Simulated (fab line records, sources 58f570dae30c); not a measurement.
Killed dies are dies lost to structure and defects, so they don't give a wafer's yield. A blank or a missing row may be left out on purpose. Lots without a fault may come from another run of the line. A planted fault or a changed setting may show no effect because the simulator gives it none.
Split-lot experiment | flow berkeley_cmos170 | 5 lots, 23 wafers read, on a route of 331 steps

THE SPLIT
At UCB170_NWELL_IMPLANT_14, the setting energy_kev was moved away from the recipe's 150 on 7 of the 23 wafers read, by -5.5% to +5.5%. The other wafers ran this setting at the recipe's value.

The reading is taken at the split's own step.

THE READING
implant.drp_nm (the simulator's own value, which no gauge read), in nm, at UCB170_NWELL_IMPLANT_14. The file gives no usual value for it.

wafer  | tool, chamber at the split | energy_kev as run | against the recipe | implant.drp_nm, nm | against lot-mates on the recipe
L074.1 | implanter-03, 0            | 150               | recipe             | 62.72              | -
L074.3 | implanter-03, 0            | 150               | recipe             | 62.72              | -
L074.5 | implanter-03, 0            | 150               | recipe             | 62.72              | -
L074.4 | implanter-03, 0            | 141.7             | -5.5%              | 59.99              | -2.73
L074.6 | implanter-03, 0            | 141.7             | -5.5%              | 59.99              | -2.73
L076.2 | implanter-02, 0            | 156.3             | +4.2%              | 64.69              | +1.97
L076.5 | implanter-02, 0            | 156.3             | +4.2%              | 64.69              | +1.97
L076.3 | implanter-02, 0            | 150               | recipe             | 62.72              | -
L076.4 | implanter-02, 0            | 150               | recipe             | 62.72              | -
L076.6 | implanter-02, 0            | 150               | recipe             | 62.72              | -
L075.1 | implanter-03, 0            | 158.2             | +5.5%              | 65.27              | +2.55
L075.5 | implanter-03, 0            | 158.2             | +5.5%              | 65.27              | +2.55
L075.6 | implanter-03, 0            | 158.2             | +5.5%              | 65.27              | +2.55
L075.3 | implanter-03, 0            | 150               | recipe             | 62.72              | -
L075.4 | implanter-03, 0            | 150               | recipe             | 62.72              | -
L081.2 | implanter-02, 0            | 150               | recipe             | 62.72              | -
L081.3 | implanter-02, 0            | 150               | recipe             | 62.72              | -
L081.4 | implanter-02, 0            | 150               | recipe             | 62.72              | -
L085.1 | implanter-03, 0            | 150               | recipe             | 62.72              | -
L085.2 | implanter-03, 0            | 150               | recipe             | 62.72              | -
L085.3 | implanter-03, 0            | 150               | recipe             | 62.72              | -
L085.4 | implanter-03, 0            | 150               | recipe             | 62.72              | -
L085.6 | implanter-03, 0            | 150               | recipe             | 62.72              | -

THE FIT
A straight line over all 23 wafers: implant.drp_nm changes by +0.477 nm for each +1% of energy_kev; r = +1.00; the points scatter about the line by 0.032 nm.
The same after taking each lot's own level away (the mean of its wafers on the recipe; 23 wafers): +0.477 nm for each +1%; r = +1.00; scatter 0.032 nm.
On that fit, the largest move of energy_kev shifts the reading by 2.6 nm.
The lots' own levels span 62.720 to 62.720 nm.
So the lot-to-lot level changes the slope little: the two slopes agree.
Check: with one of the wafers moved furthest among these (-5.5%) left out of the fit, the line predicts -2.63 nm for it against its lot-mates. It came out at -2.73 nm against them.

THE WHOLE CHAIN: every reading that the file lists as answering this split, in the file's order
step                    | what it does | reading                                                         | change (the file's fit)               | r (the file's)
UCB170_NWELL_IMPLANT_14 |              | implant.rp_nm (the simulator's own value, which no gauge read)  | +1.94 nm for each +1% of the setting  | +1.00
UCB170_NWELL_IMPLANT_14 |              | implant.drp_nm (the simulator's own value, which no gauge read) | +0.478 nm for each +1% of the setting | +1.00

THE FILE'S OWN FIT
implant.drp_nm changes by +0.478 nm for each +1% of energy_kev, r = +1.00.
